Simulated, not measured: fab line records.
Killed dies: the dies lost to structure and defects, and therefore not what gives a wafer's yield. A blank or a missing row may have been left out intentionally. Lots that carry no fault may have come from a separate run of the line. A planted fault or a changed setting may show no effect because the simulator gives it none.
fab line records	flow berkeley_cmos170
record: lots: 5	wafers: 27
route steps=331 shown M3@310
start_h: the number of hours between the record's first day and the start of the first shown wafer of the lot	wait_h: hours from the lot's prior step to this one	" identical to the entry in the row above	L1.1+2: a row that stands for several wafers	- value missing, or start not given	* or withheld: withheld	< > ~ a bound
route shown NAME@n: names a module that has steps shown in the file, with the first one's number in the route	usual: mean and standard deviation over wafers with no fault	same: alike in all rows	chamber/n: place in a boat	sites: each site's reading	_std_site: their standard deviation	_edge_site: outer sites' mean less inner sites'	radius_mm: how far each site lies from the wafer's centre	mask NAME#n: copy n	behind: the last tool/chamber to shape the wafer	hold: why the lot went on hold/how many hours it stayed there/how the hold came to an end	device: which transistor (n, p or np) failed to switch	end of line: tests run on the same wafers once the route is complete	a step with no rows: only its recipe	killed: dies that structure and defects cost at the first sort, which is not the same as the wafer's yield	map: dies across one wafer; x = killed, . = not, _ = none there
set.NAME: the run value of the setting; set.NAME@STEP: its run value at that earlier step	model.NAME: the simulator's own value behind a step, which no gauge read
lots run with intentionally changed settings; tables by step, rows by wafer
== steps ==
step: UCB170_M3_SPUTTER_01
recipe: material: Al	target_thk_nm: 900	time_s: 120	power_w: 6000	chamber_pressure_pa: 0.5
lot.wafer	tool	chamber	start_h	wait_h	set.time_s	model.Al_of_M3_SPUTTER_01.thk_nm
L078.2	pvd_sputter-04	-	177.47	0.0	120	903.6
L078.3	"	-	"	"	120	902.7
L078.5	"	-	"	"	120	908.3
L082.1	pvd_sputter-01	-	201.52	0.0	74.73	556.1
L082.2	"	-	"	"	74.73	558.5
L082.3	"	-	"	"	120	889.2
L082.4	"	-	"	"	120	888.7
L082.5	"	-	"	"	120	896.1
L082.6	"	-	"	"	74.73	548.7
L081.1	pvd_sputter-04	-	201.89	0.0	120	891
L081.2	"	-	"	"	120	896.1
L081.3	"	-	"	"	120	907.4
L081.4	"	-	"	"	185	1389
L081.5	"	-	"	"	185	1397
L081.6	"	-	"	"	185	1390
L080.1	pvd_sputter-03	-	202.17	0.0	120	907.7
L080.2	"	-	"	"	160.8	1213
L080.3	"	-	"	"	160.8	1215
L080.4+5	"	-	"	"	120	904.5
L080.6	"	-	"	"	160.8	1211
L085.1	pvd_sputter-03	-	234.76	0.0	51.98	383.8
L085.2	"	-	"	"	120	887.8
L085.3	"	-	"	"	120	892.9
L085.4	"	-	"	"	51.98	389.1
L085.5	"	-	"	"	120	891.7
L085.6	"	-	"	"	51.98	381.3
step: UCB170_M3_RS_MEAS_02
recipe: thk_meas_gauge: four-point-probe	reads: Al_of_M3_SPUTTER_01
usual: M3_AL_RS: 0.03232/0.00027
lot.wafer	tool	chamber	start_h	wait_h	set.time_s@M3_SPUTTER_01	M3_AL_RS[ohm/sq]
L078.2	film_metro-03	-	177.57	0.1	120	0.03212
L078.3	"	-	"	"	120	0.03215
L078.5	"	-	"	"	120	0.03194
L082.1	film_metro-04	-	201.61	0.0	74.73	0.05252
L082.2	"	-	"	"	74.73	0.05233
L082.3	"	-	"	"	120	0.03255
L082.4	"	-	"	"	120	0.03258
L082.5	"	-	"	"	120	0.03237
L082.6	"	-	"	"	74.73	0.05314
L081.1	film_metro-03	-	201.97	0.0	120	0.0326
L081.2	"	-	"	"	120	0.03241
L081.3	"	-	"	"	120	0.03196
L081.4	"	-	"	"	185	0.02082
L081.5	"	-	"	"	185	0.02066
L081.6	"	-	"	"	185	0.02077
L080.1	film_metro-03	-	202.25	0.0	120	0.03197
L080.2	"	-	"	"	160.8	0.02386
L080.3	"	-	"	"	160.8	0.02385
L080.4	"	-	"	"	120	0.03217
L080.5	"	-	"	"	120	0.03212
L080.6	"	-	"	"	160.8	0.0239
L085.1	film_metro-03	-	234.84	0.0	51.98	0.0767
L085.2	"	-	"	"	120	0.0327
L085.3	"	-	"	"	120	0.03249
L085.4	"	-	"	"	51.98	0.07563
L085.5	"	-	"	"	120	0.03258
L085.6	"	-	"	"	51.98	0.07735
step: UCB170_M3_THK_MEAS_03
recipe: thk_meas_gauge: xrf	reads: Al_of_M3_SPUTTER_01
usual: M3_AL_THK: 887/11
lot.wafer	tool	chamber	start_h	wait_h	set.time_s@M3_SPUTTER_01	M3_AL_THK[nm]
L078.2	film_metro-03	-	177.68	0.1	120	896
L078.3	"	-	"	"	120	890
L078.5	"	-	"	"	120	899
L082.1	film_metro-04	-	201.73	0.1	74.73	555
L082.2	"	-	"	"	74.73	555
L082.3	"	-	"	"	120	877
L082.4	"	-	"	"	120	885
L082.5	"	-	"	"	120	886
L082.6	"	-	"	"	74.73	544
L081.1	film_metro-03	-	202.09	0.1	120	887
L081.2	"	-	"	"	120	890
L081.3	"	-	"	"	120	901
L081.4	"	-	"	"	185	1384
L081.5	"	-	"	"	185	1391
L081.6	"	-	"	"	185	1374
L080.1	film_metro-03	-	202.37	0.1	120	900
L080.2	"	-	"	"	160.8	1207
L080.3	"	-	"	"	160.8	1208
L080.4	"	-	"	"	120	897
L080.5	"	-	"	"	120	904
L080.6	"	-	"	"	160.8	1204
L085.1	film_metro-03	-	234.96	0.1	51.98	379
L085.2	"	-	"	"	120	872
L085.3	"	-	"	"	120	879
L085.4	"	-	"	"	51.98	385
L085.5	"	-	"	"	120	882
L085.6	"	-	"	"	51.98	375
step: UCB170_M3_METAL_ETCH_18
recipe: chemistry: Cl2/BCl3	target: Al	stop_on: SiO2	pressure_mtorr: 12	target_depth_a: 11700	over_etch_frac: 0.3	time_s: 195	icp_w: 600	bias_w: 120	Cl2_flow_sccm: 90	bcl3_flow_sccm: 45
lot.wafer	tool	chamber	start_h	wait_h	set.target_depth_a	model.KrF_of_M3_COAT_10.thk_nm	model.M3.feature_depth_nm	model.SiO2_of_V2_CVD_00.thk_nm
L078.2	rie_metal-03	1	181.49	-	11700	208.6	960.9	939.2
L078.3	"	0	"	"	11700	203	960.8	937.4
L078.5	"	0	"	"	11700	203.5	966.4	938.3
L081.1	rie_metal-02	1	205.97	-	11700	203.4	948.4	939.1
L081.2	"	0	"	"	11700	210.5	952.5	937.5
L081.3	"	0	"	"	5215	584.8	525.6	970.5
L081.4+6	"	1,0	"	"	5215	-	-	-
L081.5	"	1	"	"	11700	-	-	-
L082.1+6	rie_metal-03	1,0	206.09	-	11700	-	-	-
L082.2	"	0	"	"	14870	-	-	-
L082.3	"	0	"	"	14870	20.49	966.1	917.9
L082.4	"	1	"	"	11700	210.4	945.9	938.2
L082.5	"	1	"	"	14870	15.03	972.6	918.1
L080.1	rie_metal-01	0	206.17	-	11700	220.7	962.7	939
L080.2+3+6	"	1,1,0	"	"	11700	-	-	-
L080.4	"	0	"	"	11700	223.3	959.1	939.7
L080.5	"	1	"	"	11700	211.7	960.6	937.2
L085.1+6	rie_metal-02	0,1	239.31	-	11700	-	-	-
L085.2	"	1	"	"	17960	0	981.9	901.1
L085.3	"	1	"	"	11700	194.5	950.8	936
L085.4	"	0	"	"	17960	-	-	-
L085.5	"	0	"	"	17960	0	984.5	903.5
step: UCB170_M3_STRIP_19
recipe: chemistry: O2	power_w: 400	pressure_mtorr: 3500	platen_temp_c: withheld	o2_flow_sccm: 400	overash_fraction: 0.5
usual: oes_product_au: 0.538/0.0079
lot.wafer	tool	chamber	start_h	wait_h	set.target_depth_a@M3_METAL_ETCH_18	oes_product_au
L078.2	plasma_asher-04	0	181.68	0.1	11700	0.536
L078.3	"	0	"	"	11700	0.529
L078.5	"	1	"	"	11700	0.540
L081.1	plasma_asher-04	0	206.15	0.1	11700	0.531
L081.2	"	1	"	"	11700	0.543
L081.3	"	0	"	"	5215	0.725
L081.4	"	1	"	"	5215	0.722
L081.5	"	1	"	"	11700	0.531
L081.6	"	0	"	"	5215	0.728
L082.1	plasma_asher-01	1	206.27	0.1	11700	0.535
L082.2	"	0	"	"	14870	0.340
L082.3	"	0	"	"	14870	0.336
L082.4	"	1	"	"	11700	0.544
L082.5	"	1	"	"	14870	0.331
L082.6	"	0	"	"	11700	0.538
L080.1	plasma_asher-03	0	206.36	0.1	11700	0.548
L080.2	"	1	"	"	11700	0.539
L080.3	"	0	"	"	11700	0.532
L080.4	"	1	"	"	11700	0.554
L080.5	"	1	"	"	11700	0.537
L080.6	"	0	"	"	11700	0.543
L085.1	plasma_asher-04	0	239.50	0.1	11700	0.545
L085.2	"	1	"	"	17960	0.313
L085.3	"	0	"	"	11700	0.527
L085.4	"	1	"	"	17960	0.316
L085.5	"	1	"	"	17960	0.320
L085.6	"	0	"	"	11700	0.536
step: UCB170_M3_CD_MEAS_90
recipe: target_cd_nm: 700
usual: cd_nm: 699.9/2.5
lot.wafer	tool	chamber	start_h	wait_h	set.target_depth_a@M3_METAL_ETCH_18	cd_nm
L078.2	cd_sem-02	-	181.80	0.1	11700	696.7
L078.3	"	-	"	"	11700	697.7
L078.5	"	-	"	"	11700	696.4
L081.1	cd_sem-01	-	206.25	0.1	11700	702.1
L081.2	"	-	"	"	11700	700.6
L081.3	"	-	"	"	5215	725.9
L081.4	"	-	"	"	5215	727.6
L081.5	"	-	"	"	11700	700.6
L081.6	"	-	"	"	5215	728.7
L082.1	cd_sem-02	-	206.37	0.1	11700	701.9
L082.2	"	-	"	"	14870	685.7
L082.3	"	-	"	"	14870	685.0
L082.4	"	-	"	"	11700	701.6
L082.5	"	-	"	"	14870	690.4
L082.6	"	-	"	"	11700	697.5
L080.1	cd_sem-01	-	206.46	0.1	11700	698.3
L080.2	"	-	"	"	11700	701.7
L080.3	"	-	"	"	11700	698.3
L080.4	"	-	"	"	11700	700.0
L080.5	"	-	"	"	11700	700.1
L080.6	"	-	"	"	11700	697.9
L085.1	cd_sem-02	-	239.66	0.1	11700	703.9
L085.2	"	-	"	"	17960	675.1
L085.3	"	-	"	"	11700	699.8
L085.4	"	-	"	"	17960	674.6
L085.5	"	-	"	"	17960	677.3
L085.6	"	-	"	"	11700	700.8
step: UCB170_M3_PROBE_99
lot.wafer	tool	chamber	start_h	wait_h	set.ox_time_s@START_OXIDATION_02	set.time_s@CONTACT_CVD_01	model.etest.pldd.line_ohm_um	model.etest.ppoly_line.line_ohm_um	model.etest.nldd.line_ohm_um	model.etest.npoly_line.line_ohm_um	model.etest.nplus_sal.width_nm	model.etest.pplus_sal.width_nm
L078.2	prober-02	-	182.07	0.1	1800	2820	1803	14.57	1256	14.36	713.3	722.2
L078.3	prober-02	-	182.12	0.2	1800	2820	1763	14.72	1234	14.5	733.5	728.9
L078.5	prober-02	-	182.22	0.2	1800	2820	1799	14.85	1262	14.48	704.5	706.7
L081.1+2+3+4+5+6	prober-02	-	206.69	0.1	2313	3608	-	-	-	-	-	-
L082.1	prober-01	-	206.81	0.1	1800	1697	-	15.23	-	14.63	-	-
L082.2	prober-01	-	206.86	0.1	1800	1697	-	15.23	-	14.86	-	-
L082.3	prober-01	-	206.91	0.2	1800	1697	-	15.04	-	14.67	-	-
L082.4	prober-01	-	206.96	0.2	1800	1697	-	14.98	-	14.52	-	-
L082.5	prober-01	-	207.01	0.2	1800	1697	-	15.12	-	14.82	-	-
L082.6	prober-01	-	207.06	0.2	1800	1697	-	15.03	-	14.7	-	-
L080.1+2+3+4+5+6	prober-01	-	207.11	0.3	2503	4372	-	-	-	-	-	-
L085.1	prober-01	-	239.90	0.1	2424	2008	2308	729.3	1640	466	460.4	455.4
L085.3	prober-01	-	240.00	0.2	2424	2008	2263	716	1609	424.1	463.7	464.3
L085.4	prober-01	-	240.05	0.2	2424	2008	2331	784	1617	724.4	462.1	461.4
killed by level:class
L078.2 PWELL:geometric_particle:short=1 GATE:geometric_particle:short=1 SILICIDE:geometric_particle:open=1 M3:geometric_particle:short=1
L078.3 M2:geometric_particle:open=1
L078.5 GATE:geometric_particle:short=1 SPACER:geometric_particle:short=1 V1:geometric_particle:short=1 NWELL:area_etch=1
== key ==
split: step: UCB170_M3_SPUTTER_01	setting: time_s	stated: 120	by: wafer
response: step: UCB170_M3_SPUTTER_01	reading: model.Al_of_M3_SPUTTER_01.thk_nm	change: +9.01	per: 1%	r: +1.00
response: step: UCB170_M3_RS_MEAS_02	reading: M3_AL_RS	change: -0.000477	per: 1%	r: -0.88
response: step: UCB170_M3_THK_MEAS_03	reading: M3_AL_THK	change: +8.9	per: 1%	r: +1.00
split: step: UCB170_M3_METAL_ETCH_18	setting: target_depth_a	stated: 11700	by: wafer
response: step: UCB170_M3_METAL_ETCH_18	reading: model.KrF_of_M3_COAT_10.thk_nm	change: -5.48	per: 1%	r: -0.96
response: step: UCB170_M3_METAL_ETCH_18	reading: model.M3.feature_depth_nm	shape: bent	at_lowest: 525.6	at_stated: 956.8	at_highest: 983.2
response: step: UCB170_M3_METAL_ETCH_18	reading: model.SiO2_of_V2_CVD_00.thk_nm	change: -0.62	per: 1%	r: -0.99
response: step: UCB170_M3_STRIP_19	reading: oes_product_au	change: -0.00417	per: 1%	r: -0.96
response: step: UCB170_M3_CD_MEAS_90	reading: cd_nm	change: -0.479	per: 1%	r: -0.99
split outside_this_file step=UCB170_START_OXIDATION_02 setting=ox_time_s
split outside_this_file step=UCB170_CONTACT_CVD_01 setting=time_s
split outside_this_file: this setting was split too, and the file shows its column; the key of that split is in another file
